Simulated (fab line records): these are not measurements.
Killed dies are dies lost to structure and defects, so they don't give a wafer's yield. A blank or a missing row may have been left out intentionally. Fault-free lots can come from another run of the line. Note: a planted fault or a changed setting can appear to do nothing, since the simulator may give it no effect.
fab line records	flow berkeley-cmos170
[record] lots = 5	wafers = 23
route steps=331 shown NWELL@21 PWELL@39 PFIELD@86 NVT@111 PVT@122 GATE@133 PLDD@148 PSD@176
start-h: the number of hours between the record's first day and the start of the first shown wafer of the lot	wait-h: how many hours have passed since the lot's step before this one	" same as the row above	L1.1+2: a single row standing in for several wafers	- no value, or no start was given	* or withheld: withheld	< > ~ a bound
route shown NAME@n: NAME is a module with steps in the file, n the number in the route of the first one	usual: mean and standard deviation over wafers with no fault	same: alike in all rows	chamber/n: place in a boat	sites: the reading at each site	_std_site: how widely they spread, as a standard deviation	_edge_site: mean of outer sites minus mean of inner sites	radius-mm: for every site, how far away it sits from the centre of the wafer	mask NAME#n: copy n	behind: tool/chamber where the wafer was last shaped	hold: the reason the lot was held/the length of the hold in hours/how it ended	device: which transistor (n, p or np) failed to switch	end of line: the route-end tests of the same wafers	a step without rows: its recipe alone	killed: dies that structure and defects cost at the first sort, which is not the same as the wafer's yield	map: a wafer's dies, x killed, . not, _ none there
set.NAME: the setting as run; set.NAME@STEP: as run at that earlier step	model.NAME: the simulator's own value behind a step, which no gauge read
lots where settings were altered on purpose, with a table for each step and a row for each wafer
[[steps]]
[step UCB170_NWELL_COAT_07]
[recipe] resist = KrF	spin-rpm = 1500	resist-thk-nm = 900
lot.wafer	tool	chamber	start-h	wait-h	set.resist-thk-nm	model.KrF_of_NWELL_COAT_07.thk-nm
L077.1	litho-track-02	0	43.94	0.1	946.2	942.8
L077.2	"	0	"	"	946.2	944.1
L077.3	"	0	"	"	946.2	944.7
L077.4	"	0	"	"	900	896.2
L077.6	"	0	"	"	900	897.3
L076.2	litho-track-01	0	43.96	0.1	879.9	881.7
L076.3	"	0	"	"	900	901.3
L076.4	"	0	"	"	879.9	881.8
L076.5	"	0	"	"	900	896.4
L076.6	"	0	"	"	879.9	879.4
L080.3	litho-track-03	0	63.31	0.1	900	901
L080.4+5	"	0	"	"	900	898.2
L079.1	litho-track-03	0	63.71	0.1	900	900.4
L079.3+6	"	0	"	"	937.4	938.2
L079.4	"	0	"	"	937.4	936.2
L079.5	"	0	"	"	900	900.2
L085.1	litho-track-02	0	95.12	0.1	900	902.7
L085.2	"	0	"	"	952.3	951.6
L085.4	"	0	"	"	900	898.6
L085.5	"	0	"	"	900	901.9
L085.6	"	0	"	"	952.3	955.9
[step UCB170_NWELL_SOFTBAKE_08]
[recipe] resist = KrF	temp-c = 130	time-s = 60
[step UCB170_NWELL_EXPOSE_09]
[recipe] mask-id = NWELL	target-cd-nm = 3000	na = 0.5	sigma-outer = 0.6	source-shape = conventional	dose-mj = 25
[step UCB170_NWELL_DEVELOP_11]
[recipe] developer = TMAH	develop-time-s = 45	resist = KrF	dev-temp-c = 21
[step UCB170_NWELL_ETCH_13]
[recipe] chemistry = CH3F/Ar/O2	target = Si3N4	stop-on = SiO2	CH3F_flow_sccm = 20	Ar_flow_sccm = 50	O2_flow_sccm = 7	pressure-mtorr = 50	rf-w = 450	target-depth-a = 2464	over-etch-frac = 0.1	time-s = 154
lot.wafer	tool	chamber	start-h	wait-h	set.resist-thk-nm@NWELL_COAT_07	model.KrF_of_NWELL_COAT_07.thk-nm
L076.2	rie-diel-01	1	44.79	0.0	879.9	703.7
L076.3	"	3	"	"	900	721.9
L076.4	"	3	"	"	879.9	704.4
L076.5	"	1	"	"	900	718.2
L076.6	"	2	"	"	879.9	702.7
L077.1	rie-diel-03	0	45.03	0.0	946.2	763.1
L077.2	"	1	"	"	946.2	764.4
L077.3	"	2	"	"	946.2	769.8
L077.4	"	3	"	"	900	716.3
L077.6	"	1	"	"	900	718.3
L080.3	rie-diel-03	3	64.77	0.0	900	722.9
L080.4	"	2	"	"	900	722.8
L080.5	"	2	"	"	900	724.6
L079.1	rie-diel-02	3	65.04	0.0	900	720.6
L079.3	"	0	"	"	937.4	762.7
L079.4	"	2	"	"	937.4	760
L079.5	"	0	"	"	900	725
L079.6	"	3	"	"	937.4	760.3
L085.1	rie-diel-02	3	96.01	0.0	900	723.3
L085.2	"	2	"	"	952.3	778
L085.4	"	1	"	"	900	717.7
L085.5	"	2	"	"	900	727.7
L085.6	"	3	"	"	952.3	776.8
[step UCB170_NWELL_IMPLANT_14]
[recipe] species = P	dose-cm2 = 1e+13	energy-kev = 150	tilt-deg = 7
lot.wafer	tool	chamber	start-h	wait-h	set.energy-kev	model.implant.rp-nm	model.implant.drp-nm
L076.2+3+5	implanter-04	0	44.92	0.1	154.3	185.7	64.07
L076.4+6	"	0	"	"	150	180.3	62.72
L077.1+3	implanter-02	0	45.13	0.1	150	185.2	62.72
L077.2+4+6	"	0	"	"	147.2	181.6	61.81
L080.3+4+5	implanter-02	0	64.92	0.1	150	183.2	62.72
L079.1+3+6	implanter-04	0	65.15	0.1	150	192.5	62.72
L079.4+5	"	0	"	"	143.5	183.8	60.59
L085.1+2+6	implanter-03	0	96.11	0.1	152.5	184	63.51
L085.4+5	"	0	"	"	150	180.9	62.72
[step UCB170_NWELL_STRIP_15]
[recipe] chemistry = O2	power-w = 400	pressure-mtorr = 3500	platen-temp-c = withheld	o2-flow-sccm = 400	overash-fraction = 0.5
[usual] strip-time-to-endpoint-s = 18.07/0.082
lot.wafer	tool	chamber	start-h	wait-h	set.resist-thk-nm@NWELL_COAT_07	strip-time-to-endpoint-s
L076.2	plasma-asher-03	1	45.04	0.1	879.9	17.58
L076.3	"	1	"	"	900	18.03
L076.4	"	0	"	"	879.9	17.62
L076.5	"	1	"	"	900	17.94
L076.6	"	0	"	"	879.9	17.57
L077.1	plasma-asher-04	1	45.28	0.1	946.2	19.03
L077.2	"	0	"	"	946.2	19.05
L077.3	"	0	"	"	946.2	19.18
L077.4	"	1	"	"	900	17.88
L077.6	"	0	"	"	900	17.95
L080.3	plasma-asher-01	1	65.05	0.1	900	18.05
L080.4	"	0	"	"	900	18.03
L080.5	"	0	"	"	900	18.10
L079.1	plasma-asher-04	0	65.30	0.1	900	18.01
L079.3	"	1	"	"	937.4	19.01
L079.4	"	0	"	"	937.4	18.94
L079.5	"	0	"	"	900	18.10
L079.6	"	1	"	"	937.4	18.95
L085.1	plasma-asher-01	0	96.26	0.1	900	18.05
L085.2	"	1	"	"	952.3	19.37
L085.4	"	1	"	"	900	17.93
L085.5	"	1	"	"	900	18.17
L085.6	"	0	"	"	952.3	19.35
[step UCB170_PWELL_CVD_05]
[recipe] material = Si3N4	target-thk-nm = 220	temp-c = 800	precursor = SiH2Cl2/NH3	time-s = 3300	pressure-mtorr = 200	sih2cl2-flow-sccm = 25	nh3-flow-sccm = 75
lot.wafer	tool	chamber	start-h	wait-h	set.pressure-mtorr	model.Si3N4_of_PWELL_CVD_05.thk-nm
L076.2	-	-	-	0.8	209.2	222.8
L076.3	"	-	"	"	209.2	223.3
L076.4	"	-	"	"	209.2	224
L076.5	"	-	"	"	209.2	223.8
L076.6	"	-	"	"	209.2	222.3
L077.1	-	-	-	0.8	218.9	228.9
L077.2	"	-	"	"	218.9	229.1
L077.3	"	-	"	"	218.9	230.6
L077.4	"	-	"	"	218.9	229.8
L077.6	"	-	"	"	218.9	229.3
L079.1+6	-	-	-	0.0	185.6	216.4
L079.3	"	-	"	"	185.6	213.7
L079.4	"	-	"	"	185.6	214.5
L079.5	"	-	"	"	185.6	215.3
L080.3	lpcvd-01	1	85.80	0.0	200	222.2
L080.4	"	1	"	"	200	220
L080.5	"	1	"	"	200	221.6
L085.1	-	-	-	0.7	209.3	223.8
L085.2	"	-	"	"	209.3	222.1
L085.4	"	-	"	"	209.3	221.4
L085.5	"	-	"	"	209.3	223
L085.6	"	-	"	"	209.3	224.1
[step UCB170_PWELL_THK_MEAS_06]
[recipe] reads = Si3N4_of_PWELL_CVD_05
[usual] PWELL_NITRIDE_THK = 220.3/2
lot.wafer	tool	chamber	start-h	wait-h	set.pressure-mtorr@PWELL_CVD_05	PWELL_NITRIDE_THK[nm]
L076.2	film-metro-01	-	-	-	209.2	222.6
L076.3	"	-	"	"	209.2	223.3
L076.4	"	-	"	"	209.2	223.8
L076.5	"	-	"	"	209.2	224.0
L076.6	"	-	"	"	209.2	222.2
L077.1	film-metro-01	-	-	-	218.9	229.1
L077.2	"	-	"	"	218.9	229.2
L077.3	"	-	"	"	218.9	230.6
L077.4	"	-	"	"	218.9	230.0
L077.6	"	-	"	"	218.9	229.1
L079.1	film-metro-03	-	-	-	185.6	216.5
L079.3	"	-	"	"	185.6	213.4
L079.4	"	-	"	"	185.6	214.4
L079.5	"	-	"	"	185.6	215.3
L079.6	"	-	"	"	185.6	216.3
L080.3	film-metro-01	-	87.73	0.0	200	222.4
L080.4	"	-	"	"	200	220.0
L080.5	"	-	"	"	200	221.6
L085.1	film-metro-03	-	-	-	209.3	223.7
L085.2	"	-	"	"	209.3	222.1
L085.4	"	-	"	"	209.3	221.4
L085.5	"	-	"	"	209.3	223.0
L085.6	"	-	"	"	209.3	224.0
[step UCB170_PWELL_HMDS_07]
[recipe] prime-time-s = 60	prime-temp-c = 100
[step UCB170_PWELL_COAT_08]
[recipe] resist = KrF	spin-rpm = 1500	resist-thk-nm = 900
[step UCB170_PWELL_DEVELOP_12]
[recipe] developer = TMAH	develop-time-s = 45	resist = KrF	dev-temp-c = 21
[step UCB170_PWELL_ETCH_14]
[recipe] chemistry = CH3F/Ar/O2	target = Si3N4	stop-on = SiO2	CH3F_flow_sccm = 20	Ar_flow_sccm = 50	O2_flow_sccm = 7	pressure-mtorr = 50	rf-w = 450	target-depth-a = 2420	over-etch-frac = 0.1	time-s = 151
lot.wafer	tool	chamber	start-h	wait-h	set.pressure-mtorr@PWELL_CVD_05	model.etch.depth-nm
L076.2	rie-diel-01	2	64.32	0.0	209.2	222.8
L076.3	"	3	"	"	209.2	223.3
L076.4	"	2	"	"	209.2	224
L076.5	"	3	"	"	209.2	223.8
L076.6	"	1	"	"	209.2	222.3
L077.1	rie-diel-04	3	65.14	0.0	218.9	228.9
L077.2	"	0	"	"	218.9	229.1
L077.3	"	1	"	"	218.9	230.6
L077.4	"	2	"	"	218.9	229.8
L077.6	"	2	"	"	218.9	229.3
L080.3	rie-diel-02	0	88.77	0.0	200	222.2
L080.4	"	2	"	"	200	220
L080.5	"	2	"	"	200	221.6
L079.1+6	rie-diel-04	0,2	89.02	0.0	185.6	216.4
L079.3	"	2	"	"	185.6	213.7
L079.4	"	3	"	"	185.6	214.5
L079.5	"	1	"	"	185.6	215.3
L085.1	rie-diel-01	1	119.35	0.0	209.3	223.8
L085.2	"	0	"	"	209.3	222.1
L085.4	"	3	"	"	209.3	221.4
L085.5	"	1	"	"	209.3	223
L085.6	"	0	"	"	209.3	224.1
[step UCB170_PFIELD_IMPLANT_07]
[recipe] species = B	dose-cm2 = 2e+13	energy-kev = 80	tilt-deg = 7
lot.wafer	tool	chamber	start-h	wait-h	set.dose-cm2
L077.1+2+4	implanter-02	0	106.59	0.0	2.106e+13
L077.3+6	"	0	"	"	2e+13
L076.2+3+4+5+6	implanter-03	0	107.00	0.0	2e+13
L079.1+4	implanter-03	0	125.48	0.0	2e+13
L079.3+5+6	"	0	"	"	1.853e+13
L080.3+4+5	implanter-01	0	126.74	0.1	2e+13
L085.1+5+6	implanter-03	0	160.26	0.0	1.917e+13
L085.2+4	"	0	"	"	2e+13
[step UCB170_PFIELD_STRIP_08]
[recipe] chemistry = O2	power-w = 400	pressure-mtorr = 3500	platen-temp-c = withheld	o2-flow-sccm = 400	overash-fraction = 0.5
[step UCB170_PFIELD_TW_MEAS_09]
[usual] PFIELD_TW = 599.3/2.3
lot.wafer	tool	chamber	start-h	wait-h	set.dose-cm2@PFIELD_IMPLANT_07	PFIELD_TW
L077.1	film-metro-02	-	106.84	0.1	2.106e+13	609.0
L077.2	"	-	"	"	2.106e+13	606.6
L077.3	"	-	"	"	2e+13	598.1
L077.4	"	-	"	"	2.106e+13	605.9
L077.6	"	-	"	"	2e+13	599.5
L076.2	film-metro-02	-	107.24	0.1	2e+13	600.2
L076.3	"	-	"	"	2e+13	600.0
L076.4	"	-	"	"	2e+13	598.2
L076.5	"	-	"	"	2e+13	599.7
L076.6	"	-	"	"	2e+13	598.1
L079.1	film-metro-02	-	125.73	0.1	2e+13	597.8
L079.3	"	-	"	"	1.853e+13	586.7
L079.4	"	-	"	"	2e+13	597.6
L079.5	"	-	"	"	1.853e+13	581.9
L079.6	"	-	"	"	1.853e+13	582.9
L080.3	film-metro-02	-	126.96	0.1	2e+13	598.8
L080.4	"	-	"	"	2e+13	597.2
L080.5	"	-	"	"	2e+13	600.0
L085.1	film-metro-02	-	160.51	0.1	1.917e+13	597.7
L085.2	"	-	"	"	2e+13	604.3
L085.4	"	-	"	"	2e+13	605.2
L085.5	"	-	"	"	1.917e+13	594.9
L085.6	"	-	"	"	1.917e+13	593.7
[step UCB170_NVT_IMPLANT_07]
[recipe] species = BF2	dose-cm2 = 3e+12	energy-kev = 50	tilt-deg = 7
lot.wafer	tool	chamber	start-h	wait-h	set.dose-cm2
L076.2+3+4+5+6	implanter-04	0	141.89	0.0	3e+12
L077.1+4+6	implanter-04	0	142.69	0.0	3.088e+12
L077.2+3	"	0	"	"	3e+12
L079.1+3+4+5+6	implanter-01	0	164.01	0.0	3e+12
L080.3+4+5	implanter-04	0	164.19	0.1	3e+12
L085.1+6	implanter-04	0	210.29	0.0	3e+12
L085.2+4+5	"	0	"	"	2.822e+12
[step UCB170_NVT_STRIP_08]
[recipe] chemistry = O2	power-w = 400	pressure-mtorr = 3500	platen-temp-c = withheld	o2-flow-sccm = 400	overash-fraction = 0.5
[step UCB170_NVT_TW_MEAS_09]
[usual] NVT_TW = 522.9/2.2
lot.wafer	tool	chamber	start-h	wait-h	set.dose-cm2@NVT_IMPLANT_07	NVT_TW
L076.2	film-metro-02	-	142.13	0.1	3e+12	526.8
L076.3	"	-	"	"	3e+12	525.6
L076.4	"	-	"	"	3e+12	520.7
L076.5	"	-	"	"	3e+12	521.3
L076.6	"	-	"	"	3e+12	523.0
L077.1	film-metro-03	-	142.94	0.1	3.088e+12	529.2
L077.2	"	-	"	"	3e+12	525.1
L077.3	"	-	"	"	3e+12	522.1
L077.4	"	-	"	"	3.088e+12	532.1
L077.6	"	-	"	"	3.088e+12	531.1
L079.1	film-metro-03	-	164.26	0.1	3e+12	524.2
L079.3	"	-	"	"	3e+12	522.7
L079.4	"	-	"	"	3e+12	523.2
L079.5	"	-	"	"	3e+12	522.8
L079.6	"	-	"	"	3e+12	520.9
L080.3	film-metro-04	-	164.41	0.1	3e+12	522.5
L080.4	"	-	"	"	3e+12	523.9
L080.5	"	-	"	"	3e+12	522.6
L085.1	film-metro-04	-	210.54	0.1	3e+12	523.3
L085.2	"	-	"	"	2.822e+12	514.1
L085.4	"	-	"	"	2.822e+12	509.1
L085.5	"	-	"	"	2.822e+12	507.9
L085.6	"	-	"	"	3e+12	523.6
[step UCB170_PVT_IMPLANT_07]
[recipe] species = P	dose-cm2 = 2e+12	energy-kev = 30	tilt-deg = 7
lot.wafer	tool	chamber	start-h	wait-h	set.dose-cm2
L076.2+3	implanter-02	0	144.17	0.0	2.043e+12
L076.4+5+6	"	0	"	"	2e+12
L077.1+2+3+4+6	implanter-04	0	144.99	0.0	2e+12
L079.1+5	implanter-02	0	166.54	0.0	2e+12
L079.3+4+6	"	0	"	"	1.855e+12
L080.3+4+5	implanter-03	0	166.66	0.1	2e+12
L085.1+4	implanter-03	0	212.33	0.0	2e+12
L085.2+5+6	"	0	"	"	1.889e+12
[step UCB170_PVT_STRIP_08]
[recipe] chemistry = O2	power-w = 400	pressure-mtorr = 3500	platen-temp-c = withheld	o2-flow-sccm = 400	overash-fraction = 0.5
[step UCB170_PVT_TW_MEAS_09]
[usual] PVT_TW = 505.8/2.6
lot.wafer	tool	chamber	start-h	wait-h	set.dose-cm2@PVT_IMPLANT_07	PVT_TW
L076.2	film-metro-04	-	144.40	0.1	2.043e+12	509.5
L076.3	"	-	"	"	2.043e+12	509.7
L076.4	"	-	"	"	2e+12	506.5
L076.5	"	-	"	"	2e+12	507.8
L076.6	"	-	"	"	2e+12	507.0
L077.1	film-metro-04	-	145.24	0.1	2e+12	505.7
L077.2	"	-	"	"	2e+12	507.8
L077.3	"	-	"	"	2e+12	506.8
L077.4	"	-	"	"	2e+12	508.9
L077.6	"	-	"	"	2e+12	507.8
L079.1	film-metro-01	-	166.79	0.1	2e+12	503.1
L079.3	"	-	"	"	1.855e+12	491.1
L079.4	"	-	"	"	1.855e+12	490.6
L079.5	"	-	"	"	2e+12	499.9
L079.6	"	-	"	"	1.855e+12	488.7
L080.3	film-metro-04	-	166.88	0.1	2e+12	508.7
L080.4	"	-	"	"	2e+12	507.6
L080.5	"	-	"	"	2e+12	507.5
L085.1	film-metro-04	-	212.58	0.1	2e+12	504.1
L085.2	"	-	"	"	1.889e+12	494.9
L085.4	"	-	"	"	2e+12	507.9
L085.5	"	-	"	"	1.889e+12	495.7
L085.6	"	-	"	"	1.889e+12	494.4
[step UCB170_GATE_COAT_07]
[recipe] resist = KrF	spin-rpm = 1500	resist-thk-nm = 900
lot.wafer	tool	chamber	start-h	wait-h	set.spin-rpm	model.KrF_of_GATE_COAT_07.thk-nm
L077.1+2	litho-track-04	0	-	-	1500	897.2
L077.3	"	0	"	"	1500	898.7
L077.4	"	0	"	"	1562	880.1
L077.6	"	0	"	"	1562	881.6
L076.2	litho-track-04	0	-	-	1421	926.3
L076.3	"	0	"	"	1500	901.1
L076.4	"	0	"	"	1500	903.4
L076.5	"	0	"	"	1421	923.9
L076.6	"	0	"	"	1500	902.7
L079.1	litho-track-03	0	-	-	1500	900
L079.3	"	0	"	"	1500	899.5
L079.4	"	0	"	"	1500	899.8
L079.5	"	0	"	"	1500	901.3
L079.6	"	0	"	"	1500	899.9
L080.3	litho-track-01	0	-	-	1500	899.1
L080.4	"	0	"	"	1500	904.1
L080.5	"	0	"	"	1500	903.8
L085.1	litho-track-01	0	-	-	1500	899.5
L085.2	"	0	"	"	1500	897.1
L085.4	"	0	"	"	1500	899.6
L085.5	"	0	"	"	1602	870.2
L085.6	"	0	"	"	1602	872.7
[step UCB170_GATE_ETCH_15]
[recipe] chemistry = HBr/Cl2	target = poly-Si	stop-on = SiO2	over-etch-frac = 0.3	icp-w = 300	bias-w = 150	time-s = 56.3	pressure-mtorr = 15	HBr_flow_sccm = 150	Cl2_flow_sccm = 50	target-depth-a = 2782
lot.wafer	tool	chamber	start-h	wait-h	set.icp-w	set.spin-rpm@GATE_COAT_07	model.KrF_of_GATE_COAT_07.thk-nm
L077.1	rie-si-01	3	162.45	-	283.6	1500	776.4
L077.2	"	0	"	"	283.6	1500	775.2
L077.3	"	2	"	"	300	1500	775.1
L077.4	"	1	"	"	300	1562	755.1
L077.6	"	3	"	"	283.6	1562	760.2
L076.2	rie-si-02	0	163.47	-	300	1421	802.1
L076.3	"	3	"	"	300	1500	777.7
L076.4	"	2	"	"	300	1500	779.9
L076.5	"	1	"	"	317.4	1421	798.8
L076.6	"	2	"	"	317.4	1500	774.7
L080.3	rie-si-02	0	192.09	-	300	1500	776.1
L080.4	"	1	"	"	300	1500	780.9
L080.5	"	3	"	"	300	1500	779.6
L079.1	rie-si-01	2	192.21	-	300	1500	777.4
L079.3	"	1	"	"	323.6	1500	770.9
L079.4	"	0	"	"	300	1500	775.5
L079.5	"	3	"	"	323.6	1500	773.7
L079.6	"	2	"	"	300	1500	776.7
L085.1	rie-si-02	1	228.29	-	300	1500	776.9
L085.2	"	2	"	"	300	1500	772.5
L085.4	"	0	"	"	314.1	1500	773.7
L085.5	"	3	"	"	314.1	1602	743.7
L085.6	"	2	"	"	300	1602	748.7
[step UCB170_PLDD_EXPOSE_03]
[recipe] mask-id = PSELECT	na = 0.5	sigma-outer = 0.6	source-shape = conventional	target-cd-nm = 1200	dose-mj = 30
lot.wafer	tool	chamber	start-h	wait-h	mask	set.dose-mj
L077.1+6	krf-scanner-01	0	164.12	0.1	PSELECT#0	30
L077.2+3+4	"	0	"	"	PSELECT#0	27.98
L076.2+3+5	krf-scanner-02	0	165.04	0.1	PSELECT#0	27.84
L076.4+6	"	0	"	"	PSELECT#0	30
L080.3+4+5	krf-scanner-02	0	193.15	0.2	PSELECT#0	30
L079.1+3+5	krf-scanner-01	0	193.35	0.3	PSELECT#0	30
L079.4+6	"	0	"	"	PSELECT#0	28.87
L085.1+5+6	krf-scanner-02	0	229.39	0.2	PSELECT#0	30
L085.2+4	"	0	"	"	PSELECT#0	28.41
[step UCB170_PLDD_PEB_04]
[recipe] peb-temp-c = 130	peb-time-s = withheld	resist = KrF
[step UCB170_PLDD_DEVELOP_05]
[recipe] developer = TMAH	develop-time-s = 45	resist = KrF	dev-temp-c = 21
[step UCB170_PLDD_CD_MEAS_06]
[recipe] target-cd-nm = 1200
[usual] cd-nm = 1200.2/1.1
lot.wafer	tool	chamber	start-h	wait-h	set.dose-mj@PLDD_EXPOSE_03	cd-nm
L077.1	cd-sem-01	-	165.29	-	30	1199.3
L077.2	"	-	"	"	27.98	1188.5
L077.3	"	-	"	"	27.98	1188.0
L077.4	"	-	"	"	27.98	1187.7
L077.6	"	-	"	"	30	1199.5
L076.2	cd-sem-02	-	165.86	-	27.84	1185.7
L076.3	"	-	"	"	27.84	1186.1
L076.4	"	-	"	"	30	1200.6
L076.5	"	-	"	"	27.84	1187.7
L076.6	"	-	"	"	30	1198.7
L080.3	cd-sem-02	-	193.54	-	30	1197.5
L080.4	"	-	"	"	30	1198.8
L080.5	"	-	"	"	30	1198.2
L079.1	cd-sem-02	-	193.74	-	30	1201.5
L079.3	"	-	"	"	30	1200.0
L079.4	"	-	"	"	28.87	1194.6
L079.5	"	-	"	"	30	1200.5
L079.6	"	-	"	"	28.87	1194.1
L085.1	cd-sem-02	-	229.99	-	30	1200.1
L085.2	"	-	"	"	28.41	1191.3
L085.4	"	-	"	"	28.41	1191.0
L085.5	"	-	"	"	30	1200.8
L085.6	"	-	"	"	30	1200.4
[step UCB170_PSD_COAT_01]
[recipe] resist = KrF	spin-rpm = 1500	resist-thk-nm = 900
lot.wafer	tool	chamber	start-h	wait-h	set.spin-rpm	model.KrF_of_PSD_COAT_01.thk-nm
L077.1	litho-track-04	0	176.73	0.1	1500	901.6
L077.2	"	0	"	"	1500	900.6
L077.3	"	0	"	"	1500	901.8
L077.4	"	0	"	"	1500	903.1
L077.6	"	0	"	"	1500	899.3
L076.2	litho-track-04	0	177.20	0.1	1441	915.9
L076.3	"	0	"	"	1500	897.4
L076.4	"	0	"	"	1500	900.6
L076.5	"	0	"	"	1500	901.4
L076.6	"	0	"	"	1441	917.5
L080.3	litho-track-02	0	205.29	0.1	1500	901.7
L080.4	"	0	"	"	1500	901.6
L080.5	"	0	"	"	1500	905.7
L079.1	litho-track-04	0	205.38	0.1	1414	933.4
L079.3	"	0	"	"	1500	903.9
L079.4	"	0	"	"	1414	930.9
L079.5	"	0	"	"	1414	931.9
L079.6	"	0	"	"	1500	905.1
L085.1	litho-track-02	0	238.69	0.1	1500	899.9
L085.2	"	0	"	"	1581	875.2
L085.4	"	0	"	"	1581	873.4
L085.5	"	0	"	"	1500	898
L085.6	"	0	"	"	1581	876
[[key]]
[split] step = UCB170_NWELL_COAT_07	setting = resist-thk-nm	stated = 900	by = wafer
[response] step = UCB170_NWELL_COAT_07	reading = model.KrF_of_NWELL_COAT_07.thk-nm	change = +9.01	per = 1%	r = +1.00
[response] step = UCB170_NWELL_ETCH_13	reading = model.KrF_of_NWELL_COAT_07.thk-nm	change = +9.24	per = 1%	r = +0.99
[response] step = UCB170_NWELL_STRIP_15	reading = strip-time-to-endpoint-s	change = *	per = 1%	r = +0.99
[split] step = UCB170_NWELL_IMPLANT_14	setting = energy-kev	stated = 150	by = wafer
[response] step = UCB170_NWELL_IMPLANT_14	reading = model.implant.rp-nm	change = +1.96	per = 1%	r = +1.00
[response] step = UCB170_NWELL_IMPLANT_14	reading = model.implant.drp-nm	change = +0.485	per = 1%	r = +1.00
[split] step = UCB170_PWELL_CVD_05	setting = pressure-mtorr	stated = 200	by = lot
[response] step = UCB170_PWELL_CVD_05	reading = model.Si3N4_of_PWELL_CVD_05.thk-nm	change = +0.795	per = 1%	r = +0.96
[response] step = UCB170_PWELL_THK_MEAS_06	reading = PWELL_NITRIDE_THK	change = +0.8	per = 1%	r = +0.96
[response] step = UCB170_PWELL_ETCH_14	reading = model.etch.depth-nm	change = +0.795	per = 1%	r = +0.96
[split] step = UCB170_PFIELD_IMPLANT_07	setting = dose-cm2	stated = 2e+13	by = wafer
[response] step = UCB170_PFIELD_TW_MEAS_09	reading = PFIELD_TW	change = +1.87	per = 1%	r = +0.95
[split] step = UCB170_NVT_IMPLANT_07	setting = dose-cm2	stated = 3e+12	by = wafer
[response] step = UCB170_NVT_TW_MEAS_09	reading = NVT_TW	change = +2.26	per = 1%	r = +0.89
[split] step = UCB170_PVT_IMPLANT_07	setting = dose-cm2	stated = 2e+12	by = wafer
[response] step = UCB170_PVT_TW_MEAS_09	reading = PVT_TW	change = +1.68	per = 1%	r = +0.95
[split] step = UCB170_GATE_COAT_07	setting = spin-rpm	stated = 1500	by = wafer
[response] step = UCB170_GATE_COAT_07	reading = model.KrF_of_GATE_COAT_07.thk-nm	change = -4.12	per = 1%	r = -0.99
[response] step = UCB170_GATE_ETCH_15	reading = model.KrF_of_GATE_COAT_07.thk-nm	change = -4.25	per = 1%	r = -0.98
[split] step = UCB170_GATE_ETCH_15	setting = icp-w	stated = 300	by = wafer
response none clear
[split] step = UCB170_PLDD_EXPOSE_03	setting = dose-mj	stated = 30	by = wafer
[response] step = UCB170_PLDD_CD_MEAS_06	reading = cd-nm	change = +1.75	per = 1%	r = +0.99
[split] step = UCB170_PSD_COAT_01	setting = spin-rpm	stated = 1500	by = wafer
[response] step = UCB170_PSD_COAT_01	reading = model.KrF_of_PSD_COAT_01.thk-nm	change = -4.58	per = 1%	r = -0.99
